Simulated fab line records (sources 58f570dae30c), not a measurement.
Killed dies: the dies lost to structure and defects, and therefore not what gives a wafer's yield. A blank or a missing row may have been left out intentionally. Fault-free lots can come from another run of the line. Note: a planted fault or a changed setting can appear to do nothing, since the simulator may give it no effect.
Which of the tools did it? :: flow berkeleyCmos170 :: Sampling: 14 lots, 42 wafers, 2 of 331 route steps

== WHAT THE GAUGES READ, wafer by wafer ==
UCB170_GATE_CD_MEAS_90: target cd 350 nm. Usual: cdNm 350.4 nm, standard deviation 1.5.
lot: L111
measured: day 5 20:17
on: cdSem-02
cdNm (nm): 352.4 353.4 352.7
flag: 

lot: L112
measured: day 5 20:22
on: cdSem-01
cdNm (nm): 348.1 348.6 348.2
flag: 

lot: L113
measured: day 6 06:40
on: cdSem-01
cdNm (nm): 350.0 349.7 350.5
flag: 

lot: L114
measured: day 6 13:20
on: cdSem-02
cdNm (nm): 351.0 353.6 350.3
flag: 

lot: L116
measured: day 6 18:46
on: cdSem-01
cdNm (nm): 349.2 349.5 349.0
flag: 

lot: L115
measured: day 6 19:20
on: cdSem-02
cdNm (nm): 351.5 349.0 348.7
flag: 

lot: L117
measured: day 7 06:01
on: cdSem-02
cdNm (nm): 349.3 349.7 349.1
flag: 

lot: L120
measured: day 7 22:25
on: cdSem-01
cdNm (nm): 351.6 350.3 348.7
flag: 

lot: L124
measured: day 9 00:38
on: cdSem-01
cdNm (nm): 353.3 351.0 352.1
flag: 

lot: L125
measured: day 9 05:52
on: cdSem-02
cdNm (nm): 349.0 347.7 348.6
flag: 

lot: L127
measured: day 9 06:26
on: cdSem-02
cdNm (nm): 351.6 351.2 351.5
flag: 

lot: L129
measured: day 9 22:45
on: cdSem-02
cdNm (nm): 349.9 351.3 350.2
flag: 

lot: L131
measured: day 9 22:57
on: cdSem-01
cdNm (nm): 352.2 351.9 353.2
flag: 

lot: L133
measured: day 10 14:39
on: cdSem-01
cdNm (nm): 349.3 350.1 349.8
flag: 

UCB170_NLDD_OVL_MEAS_07. Usual: for NLDD_OVL the level is -4 nm and the standard deviation is 4.7.
lot: L111
measured: day 5 23:44
on: overlay-01
NLDD_OVL (nm): -7 -9 -7
flag: 

lot: L112
measured: day 6 00:01
on: overlay-01
NLDD_OVL (nm): -5 -2 -2
flag: 

lot: L113
measured: day 6 09:59
on: overlay-01
NLDD_OVL (nm): 1 -1 -7
flag: 

lot: L114
measured: day 6 17:43
on: overlay-01
NLDD_OVL (nm): -13 -5 -8
flag: 

lot: L116
measured: day 6 22:30
on: overlay-02
NLDD_OVL (nm): -6 -9 -7
flag: 

lot: L115
measured: day 6 22:54
on: overlay-01
NLDD_OVL (nm): -3 -4 -4
flag: 

lot: L117
measured: day 7 11:08
on: overlay-01
NLDD_OVL (nm): -5 -4 -6
flag: 

lot: L120
measured: day 8 01:20
on: overlay-02
NLDD_OVL (nm): 2 -2 -2
flag: 

lot: L124
measured: day 9 03:39
on: overlay-01
NLDD_OVL (nm): -2 -7 1
flag: 

lot: L125
measured: day 9 11:01
on: overlay-01
NLDD_OVL (nm): -6 -3 -2
flag: 

lot: L127
measured: day 9 11:35
on: overlay-01
NLDD_OVL (nm): -12 -7 -9
flag: 

lot: L129
measured: day 10 04:29
on: overlay-02
NLDD_OVL (nm): 2 6 2
flag: 

lot: L131
measured: day 10 04:43
on: overlay-02
NLDD_OVL (nm): 3 0 3
flag: 

lot: L133
measured: day 10 18:34
on: overlay-02
NLDD_OVL (nm): -7 -6 -13
flag: 

== WHICH TOOL RAN EACH LOT (tool, then ch and the chambers of the sampled wafers, then the start) ==
Record: no process step prior to these readings.

== AS READ BY THE TOOLS THEMSELVES (means over the sampled wafers that have a number; for cases with no such wafer, the mark the record gives instead) ==
The record holds no such reading with a usual standard deviation.

== THE ANSWER, worked out from the rows above alone ==
Rule: a lot is off if the mean of its wafers that have a number lies more than 3 standard deviations from the usual mean. Also off: a lot with no number at a reading for which 4 or more lots have one. Where the step has rows for the other lots, those lots are counted as sound. First the gauges in route order, then the tools' own readings, where a lot's mean is used as printed above. The first step at which some lot is off is used, and at that step the reading that is off furthest; a lot without a number counts as furthest.
Nothing can be told from this: no lot is off at any reading shown.

== WHAT THE SIMULATOR PUT IN ==
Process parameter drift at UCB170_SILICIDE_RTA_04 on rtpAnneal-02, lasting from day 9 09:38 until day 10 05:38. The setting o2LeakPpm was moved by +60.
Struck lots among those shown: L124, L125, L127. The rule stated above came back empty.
